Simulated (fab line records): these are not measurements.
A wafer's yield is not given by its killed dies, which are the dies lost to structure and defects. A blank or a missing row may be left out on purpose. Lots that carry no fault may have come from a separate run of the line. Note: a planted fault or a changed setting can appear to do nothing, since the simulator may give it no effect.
What tool caused it? -- flow berkeley-cmos170 -- 21 wafers from 7 lots sampled at 3 of the route's 331 steps

== WHAT THE GAUGES SHOWED, per wafer ==
UCB170_CONTACT_OVL_MEAS_16.
lot,measured,on,CONTACT_OVL (nm)
L708,day 6 23:39,overlay-02,-7 -8 -2
L710,day 7 10:44,overlay-01,-2 -2 0
L717,day 9 08:26,overlay-02,-2 2 0
L718,day 9 21:50,overlay-02,2 -6
L723,day 10 15:49,overlay-02,-6 -10 -10
L726,day 11 18:46,overlay-01,0 -3 -8
L730,day 12 10:54,overlay-02,-5 -5 0

== WHICH TOOL RAN EACH LOT (tool, then ch and the chambers of the sampled wafers, then the start) ==
lot,UCB170_ACTIVE_ETCH_15,UCB170_ACTIVE_STRIP_16
L708,"rie-diel-04 ch 0,3, day 4 03:28","plasma-asher-04 ch 0,1, day 4 03:36"
L710,"rie-diel-04 ch 1,3, day 5 01:13","plasma-asher-01 ch 0,1, day 5 01:20"
L717,"rie-diel-04 ch 0,1,3, day 6 07:31","plasma-asher-01 ch 0,1, day 6 07:37"
L718,"rie-diel-04 ch 1,2,3, day 6 19:41","plasma-asher-01 ch 0,1, day 6 19:49"
L723,"rie-diel-01 ch 0,1,3, day 7 07:11","plasma-asher-01 ch 0,1, day 7 07:17"
L726,"rie-diel-01 ch 0,2,3, day 8 09:13","plasma-asher-03 ch 0,1, day 8 09:21"
L730,"rie-diel-01 ch 0,2, day 9 11:34","plasma-asher-03 ch 0,1, day 9 11:40"
- UCB170_ACTIVE_ETCH_15: etches Si3N4 in CH3F/Ar/O2, stops on SiO2, target depth 242 nm, time 151 s.
- UCB170_ACTIVE_STRIP_16: strips in O2.

== THE ANSWER, worked out from the rows above alone ==
Rule: usual is defined by the lots themselves. Put in order of their means at a reading, lots are off if they are a third of the lots or fewer, leave a main group of 4 or more, and stand apart from it by a gap of 3 or more times the standard deviation of the main group's means; of several such gaps the widest counts. If all means in a main group match to the digits the tables above print for the reading, that group is not used. A lot without any number at a reading at which 4 lots or more have one is off too. Any other lot the step has rows for is counted as sound.
Across all readings shown, no lot is off: no conclusion can be drawn from this.

== WHAT HAD BEEN PUT IN BY THE SIMULATOR ==
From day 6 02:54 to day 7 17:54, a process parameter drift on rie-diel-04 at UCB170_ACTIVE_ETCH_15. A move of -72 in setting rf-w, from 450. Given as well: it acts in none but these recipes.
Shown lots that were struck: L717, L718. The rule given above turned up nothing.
